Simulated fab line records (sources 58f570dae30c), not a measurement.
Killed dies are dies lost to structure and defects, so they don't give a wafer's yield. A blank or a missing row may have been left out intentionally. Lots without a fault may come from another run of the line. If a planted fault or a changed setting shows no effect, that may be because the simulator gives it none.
Which tool did it? / flow berkeley-cmos170 / at 1 step of a route of 331, 15 lots with 45 wafers sampled

== WHAT EACH GAUGE READ, for each wafer ==
No reading from a measuring or inspecting step in the record can be judged against a usual standard deviation.

== EACH LOT AND THE TOOL THAT RAN IT (in order: tool; ch and the chambers of the sampled wafers; start) ==
lot=L722; UCB170_PVT_IMPLANT_07=implanter-03 ch 0, day 6 03:12
lot=L725; UCB170_PVT_IMPLANT_07=implanter-01 ch 0, day 8 00:25
lot=L724; UCB170_PVT_IMPLANT_07=implanter-01 ch 0, day 8 00:40
lot=L727; UCB170_PVT_IMPLANT_07=implanter-02 ch 0, day 8 00:47
lot=L726; UCB170_PVT_IMPLANT_07=implanter-01 ch 0, day 8 00:50
lot=L728; UCB170_PVT_IMPLANT_07=implanter-01 ch 0, day 8 05:13
lot=L729; UCB170_PVT_IMPLANT_07=implanter-02 ch 0, day 8 05:30
lot=L730; UCB170_PVT_IMPLANT_07=implanter-01 ch 0, day 8 05:49
lot=L731; UCB170_PVT_IMPLANT_07=implanter-01 ch 0, day 8 13:11
lot=L733; UCB170_PVT_IMPLANT_07=implanter-03 ch 0, day 8 22:36
lot=L736; UCB170_PVT_IMPLANT_07=implanter-01 ch 0, day 9 12:29
lot=L739; UCB170_PVT_IMPLANT_07=implanter-03 ch 0, day 10 04:11
lot=L740; UCB170_PVT_IMPLANT_07=implanter-02 ch 0, day 10 18:28
lot=L741; UCB170_PVT_IMPLANT_07=implanter-03 ch 0, day 10 18:58
lot=L744; UCB170_PVT_IMPLANT_07=implanter-03 ch 0, day 12 04:57
- UCB170_PVT_IMPLANT_07

== AS READ BY THE TOOLS THEMSELVES (means over the sampled wafers that have a number; for cases with no such wafer, the mark the record gives instead) ==
UCB170_PVT_IMPLANT_07. Usual: tilt-deg 7.001 degrees, standard deviation 0.019.
lot=L722; tool=implanter-03; tilt-deg (degrees)=7.030; flag=
lot=L725; tool=implanter-01; tilt-deg (degrees)=7.017; flag=
lot=L724; tool=implanter-01; tilt-deg (degrees)=6.994; flag=
lot=L727; tool=implanter-02; tilt-deg (degrees)=7.008; flag=
lot=L726; tool=implanter-01; tilt-deg (degrees)=7.023; flag=
lot=L728; tool=implanter-01; tilt-deg (degrees)=7.000; flag=
lot=L729; tool=implanter-02; tilt-deg (degrees)=7.023; flag=
lot=L730; tool=implanter-01; tilt-deg (degrees)=5.371; flag=OFF
lot=L731; tool=implanter-01; tilt-deg (degrees)=5.400; flag=OFF
lot=L733; tool=implanter-03; tilt-deg (degrees)=7.002; flag=
lot=L736; tool=implanter-01; tilt-deg (degrees)=5.375; flag=OFF
lot=L739; tool=implanter-03; tilt-deg (degrees)=7.011; flag=
lot=L740; tool=implanter-02; tilt-deg (degrees)=6.977; flag=
lot=L741; tool=implanter-03; tilt-deg (degrees)=7.005; flag=
lot=L744; tool=implanter-03; tilt-deg (degrees)=7.000; flag=

== THE ANSWER, worked out from the rows above alone ==
Rule: a lot counts as off when the mean over its wafers that have a number is more than 3 standard deviations away from the usual mean. Also off: a lot with no number at a reading for which 4 or more lots have one. The other lots that the step has rows for count as sound. First the gauges in route order, then the tools' own readings, where a lot's mean is used as printed above. At the first step where some lot is off, the reading lying furthest off is the one used; lots without a number count as furthest.
Off at UCB170_PVT_IMPLANT_07 (tilt-deg): L730, L731, L736.
A tool fits if, at that step or a process step before it, it ran every lot that is off, and no sound lot after the first of them. One fits: UCB170_PVT_IMPLANT_07 on implanter-01. A fault onset in the window from L728 (day 8 05:13, its last sound lot) to L730 (day 8 05:49, its first lot off) fits.
The tool's own readings at UCB170_PVT_IMPLANT_07 bear it out: on the lots that are off they differ by more than 5 times the standard deviation of the sound lots' means. tilt-deg reads 5.382 degrees there against 7.008 degrees on the sound lots.

== WHAT WAS PUT IN BY THE SIMULATOR ==
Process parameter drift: implanter-01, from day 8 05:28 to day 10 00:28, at UCB170_PVT_IMPLANT_07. Setting tilt-deg shifted by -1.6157 from 7. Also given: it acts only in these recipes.
Struck lots among those shown: L730, L731, L736. The rule given above showed the same thing.
